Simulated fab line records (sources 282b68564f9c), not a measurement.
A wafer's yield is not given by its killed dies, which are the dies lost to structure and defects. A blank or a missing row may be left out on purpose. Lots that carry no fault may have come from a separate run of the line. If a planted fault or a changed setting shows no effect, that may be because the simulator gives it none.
The tool behind it: which one? + flow rit cmos + 42 wafers from 14 lots sampled at 4 of the route's 202 steps

== WHAT THE GAUGES SHOWED, per wafer ==
RIT_NWELL_TW_MEAS_10.
| lot  | measured    | on            | NWELL_TW       |
|------|-------------|---------------|----------------|
| L192 | day 1 21:58 | film metro-04 | 2147 2146 2146 |
| L194 | day 2 08:40 | film metro-04 | 2138 2152 2158 |
| L195 | day 2 11:49 | film metro-04 | 2156 2148 2139 |
| L196 | day 2 17:31 | film metro-03 | 2138 2150 2135 |
| L198 | day 3 02:49 | film metro-04 | 2163 2160 2154 |
| L201 | day 3 17:55 | film metro-03 | 2149 2163 2145 |
| L202 | day 3 22:55 | film metro-01 | 2132 2128 2117 |
| L204 | day 4 10:18 | film metro-01 | 1990 1986 1985 |
| L205 | day 4 15:17 | film metro-01 | 2148 2151 2141 |
| L206 | day 4 18:49 | film metro-03 | 2152 2146 2134 |
| L209 | day 5 12:15 | film metro-01 | 1970 1984 1977 |
| L211 | day 5 20:21 | film metro-01 | 2122 2134 2129 |
| L213 | day 6 06:00 | film metro-03 | 2140 2141 2145 |
| L215 | day 6 17:09 | film metro-04 | 2142 2130 2142 |

RIT_WELLDRIVE_RS_MEAS_01: the measuring method here is four-point-probe.
| lot  | measured    | on            | NWELL_RS (ohm/sq) |
|------|-------------|---------------|-------------------|
| L192 | day 2 04:48 | film metro-04 | 279.1 280.1 279.2 |
| L194 | day 2 15:29 | film metro-04 | 280.8 280.9 280.0 |
| L195 | day 2 18:32 | film metro-03 | 279.7 279.8 280.1 |
| L196 | day 3 00:40 | film metro-04 | 279.3 279.5 280.0 |
| L198 | day 3 10:04 | film metro-03 | 279.1 278.7 278.1 |
| L201 | day 4 01:13 | film metro-04 | 279.5 278.9 278.5 |
| L202 | day 4 06:18 | film metro-04 | 279.3 279.8 279.4 |
| L204 | day 4 17:00 | film metro-04 | 283.3 282.9 282.8 |
| L205 | day 4 21:59 | film metro-04 | 279.3 280.1 280.8 |
| L206 | day 5 01:31 | film metro-04 | 278.7 278.7 279.0 |
| L209 | day 5 19:58 | film metro-04 | 282.9 281.3 282.5 |
| L211 | day 6 03:31 | film metro-01 | 281.3 281.1 280.8 |
| L213 | day 6 12:55 | film metro-01 | 279.6 280.0 279.3 |
| L215 | day 6 23:58 | film metro-01 | 280.9 280.8 280.2 |

== TOOL THAT RAN EACH LOT (tool first, then ch and the chambers of the sampled wafers, then the start) ==
| lot  | RIT_NWELL_IMPLANT_08           | RIT_PWELL_STRIP_09                  |
|------|--------------------------------|-------------------------------------|
| L192 | implanter-02 ch 0, day 1 21:40 | plasma asher-03 ch 0,1, day 1 23:28 |
| L194 | implanter-04 ch 0, day 2 08:21 | plasma asher-03 ch 0,1, day 2 10:09 |
| L195 | implanter-03 ch 0, day 2 11:29 | plasma asher-03 ch 0,1, day 2 13:11 |
| L196 | implanter-03 ch 0, day 2 17:11 | plasma asher-02 ch 1, day 2 19:20   |
| L198 | implanter-04 ch 0, day 3 02:31 | plasma asher-03 ch 0,1, day 3 04:14 |
| L201 | implanter-02 ch 0, day 3 17:36 | plasma asher-03 ch 0,1, day 3 19:18 |
| L202 | implanter-02 ch 0, day 3 22:36 | plasma asher-04 ch 0,1, day 4 00:23 |
| L204 | implanter-02 ch 0, day 4 09:59 | plasma asher-03 ch 0,1, day 4 11:40 |
| L205 | implanter-04 ch 0, day 4 14:58 | plasma asher-03 ch 0,1, day 4 16:38 |
| L206 | implanter-03 ch 0, day 4 18:31 | plasma asher-04 ch 0,1, day 4 20:11 |
| L209 | implanter-02 ch 0, day 5 11:56 | plasma asher-04 ch 1, day 5 13:37   |
| L211 | implanter-04 ch 0, day 5 20:04 | plasma asher-03 ch 0,1, day 5 21:53 |
| L213 | implanter-03 ch 0, day 6 05:40 | plasma asher-04 ch 0,1, day 6 07:22 |
| L215 | implanter-03 ch 0, day 6 16:50 | plasma asher-04 ch 0,1, day 6 18:39 |
- RIT_NWELL_IMPLANT_08
- RIT_PWELL_STRIP_09: strips in O2, time 180 s.

== WHAT THE TOOLS THEMSELVES READ (means of the sampled wafers that have a number; where no wafer has one, the mark that the record gives instead) ==
RIT_NWELL_IMPLANT_08.
| lot  | tool         | beam energy keV | dose ions cm2 |
|------|--------------|-----------------|---------------|
| L192 | implanter-02 | 170.08          | 4.872e+13     |
| L194 | implanter-04 | 169.98          | 4.870e+13     |
| L195 | implanter-03 | 169.91          | 4.871e+13     |
| L196 | implanter-03 | 170.01          | 4.878e+13     |
| L198 | implanter-04 | 170.08          | 4.871e+13     |
| L201 | implanter-02 | 170.08          | 4.877e+13     |
| L202 | implanter-02 | 170.01          | 4.878e+13     |
| L204 | implanter-02 | 118.97          | 4.864e+13     |
| L205 | implanter-04 | 170.03          | 4.881e+13     |
| L206 | implanter-03 | 169.99          | 4.880e+13     |
| L209 | implanter-02 | 119.05          | 4.880e+13     |
| L211 | implanter-04 | 170.00          | 4.881e+13     |
| L213 | implanter-03 | 170.01          | 4.879e+13     |
| L215 | implanter-03 | 170.02          | 4.883e+13     |

RIT_PWELL_STRIP_09.
| lot  | tool            | drypump motor current A (A) |
|------|-----------------|-----------------------------|
| L192 | plasma asher-03 | 6.0                         |
| L194 | plasma asher-03 | 5.9                         |
| L195 | plasma asher-03 | 5.9                         |
| L196 | plasma asher-02 | 6.0                         |
| L198 | plasma asher-03 | 5.9                         |
| L201 | plasma asher-03 | 6.0                         |
| L202 | plasma asher-04 | 6.0                         |
| L204 | plasma asher-03 | 5.9                         |
| L205 | plasma asher-03 | 5.8                         |
| L206 | plasma asher-04 | 5.6                         |
| L209 | plasma asher-04 | 5.3                         |
| L211 | plasma asher-03 | 5.8                         |
| L213 | plasma asher-04 | 6.0                         |
| L215 | plasma asher-04 | 6.0                         |

== THE ANSWER, worked out from the rows above alone ==
Rule: the usual values come from the lots themselves. Put in order of their means at a reading, lots are off if they are a third of the lots or fewer, leave a main group of 4 or more, and stand apart from it by a gap of 3 or more times the standard deviation of the main group's means; of several such gaps the widest counts. Not used: any main group whose means are identical at the precision the tables above print for the reading. Also off: a lot with no number at a reading for which 4 or more lots have one. All remaining lots with rows at the step are treated as sound. First the gauges in route order, then the tools' own readings, where a lot's mean is used as printed above. At the first step where some lot is off, the reading lying furthest off is the one used; lots without a number count as furthest.
Off: at RIT_NWELL_TW_MEAS_10 (NWELL_TW), L204, L209. The main group has a mean of 2143 with a standard deviation of 9.
If a tool, at a process step before that reading, ran all the lots that are off and no sound lot after the first of them, it fits. Not tried: the gauges at RIT_NWELL_TW_MEAS_10; whatever is off there is also off at RIT_NWELL_IMPLANT_08, on other tools, and gauge error can't account for it. One candidate fits, namely implanter-02 at RIT_NWELL_IMPLANT_08. A fault onset in the window from L202 (day 3 22:36, its last sound lot) to L204 (day 4 09:59, its first lot off) fits.
The tool's own readings at RIT_NWELL_IMPLANT_08 bear it out: on the lots that are off they differ by more than 5 times the standard deviation of the sound lots' means. beam energy keV reads 119.01 there against 170.02 on the sound lots.

== WHAT THE SIMULATOR HAD PUT IN ==
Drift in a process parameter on implanter-02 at RIT_NWELL_IMPLANT_08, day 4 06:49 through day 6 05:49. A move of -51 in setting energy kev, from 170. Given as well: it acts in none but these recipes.
Shown lots that were struck: L204, L209. The rule above found the same.
